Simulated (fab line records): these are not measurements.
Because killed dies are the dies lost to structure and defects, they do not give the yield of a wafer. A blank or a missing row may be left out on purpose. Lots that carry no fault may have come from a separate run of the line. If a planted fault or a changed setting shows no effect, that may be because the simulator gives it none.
Problem report, 8D (eight disciplines) form, completed by code :: flow berkeley cmos170 :: the parts of the form that need people (team, actions taken, sign-off) are left out

1. PROBLEM STATEMENT
Mean CONTACT_PSG_THK at UCB170_CONTACT_THK_MEAS_02: 746 nm over 6 wafers in 2 lots; fault-free wafers: 701 nm, standard deviation 5.8. Relative to the usual mean, that is a shift of +7.7 standard deviations.
The first sign was on wafer L863.3 at day 10 00:17, on film metro-03. The record has a number at this step for 42 wafers belonging to 14 lots. Rule for "out" (also "out of limits"): further than 4 standard deviations from the usual mean. All remaining wafers that have a number are taken as sound.

2. WHAT IT IS; WHAT IT IS NOT
question: which readings at this step
is: CONTACT_PSG_THK
is not: -

question: which lots
is: L863, L866
is not: L857, L858, L859, L860, L861, L862, L864, L869, L876, L877, L878, L879

question: which wafers of those lots
is: all that have a number
is not: -

question: read on which gauges
is: film metro-01, film metro-03
is not: film metro-02

question: when
is: from day 10 00:17
is not: up to then (21 sound wafers); but 15 sound wafers of L869, L876, L877, L878, L879 came after

3. SUSPECTS, AND WHAT RULES EACH OUT
Counting: any tool at a process step up to the reading is kept as a suspect provided that every lot that is out went through it and no sound lot did after the first of them.
- the gauge at UCB170_CONTACT_THK_MEAS_02 has been ruled out. Those wafers that are out were read across 2 gauges (film metro-01, film metro-03).
- lpcvd-01 at UCB170_CONTACT_CVD_01 (deposits PSG from SiH4/O2/PH3, target thk 700 nm, time 2820 s): ruled out as a lasting fault. The sound lots L877, L879 went through it after L863, its earliest lot that is out (day 9 22:29).
Left after counting: nothing in the record.

4. THE CAUSE (what the simulator had put in)
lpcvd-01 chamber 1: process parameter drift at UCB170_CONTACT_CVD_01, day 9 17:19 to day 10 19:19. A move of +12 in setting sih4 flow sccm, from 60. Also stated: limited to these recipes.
It was ruled out by counting, in error; the rule expects a fault to strike all lots run on its tool from its start on, and this fault did not.

5. SEQUENCE OF EFFECTS, ordered by route
One row per reading whose mean, taken over the struck wafers that have a number, lies over 3 standard deviations from the usual. Only readings whose record carries a usual standard deviation are examined. hours: median over the lots of the time between each lot's start at the first step of this table that gives one and its start at this step. sigmas: the change, counted in usual standard deviations.
hours: 0
step: UCB170_CONTACT_CVD_01
reading: sih4 flow sccm
usual: 60.03 sccm
on struck wafers: 72.21
change: +12.18
sigmas: +68

hours: 2
step: UCB170_CONTACT_THK_MEAS_02
reading: CONTACT_PSG_THK
usual: 701 nm
on struck wafers: 746
change: +44
sigmas: +7.7
It contains these process steps:
- UCB170_CONTACT_CVD_01: deposits PSG from SiH4/O2/PH3, target thk 700 nm, time 2820 s.
Later measuring or inspecting steps at which every struck wafer that the step has a row for has a number for every such reading, and none has moved that far: UCB170_V2_CD_MEAS_90.

6. WHAT WOULD HAVE CAUGHT IT SOONER
7 hours passed between the start of the fault at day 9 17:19 and the first reading out of limits at a measuring or inspecting step in this record, taken at day 10 00:17.
The tool's own readings at UCB170_CONTACT_CVD_01 were out on every struck wafer that the step has a row for (sih4 flow sccm): an alarm limit on them would have fired on the first of those.
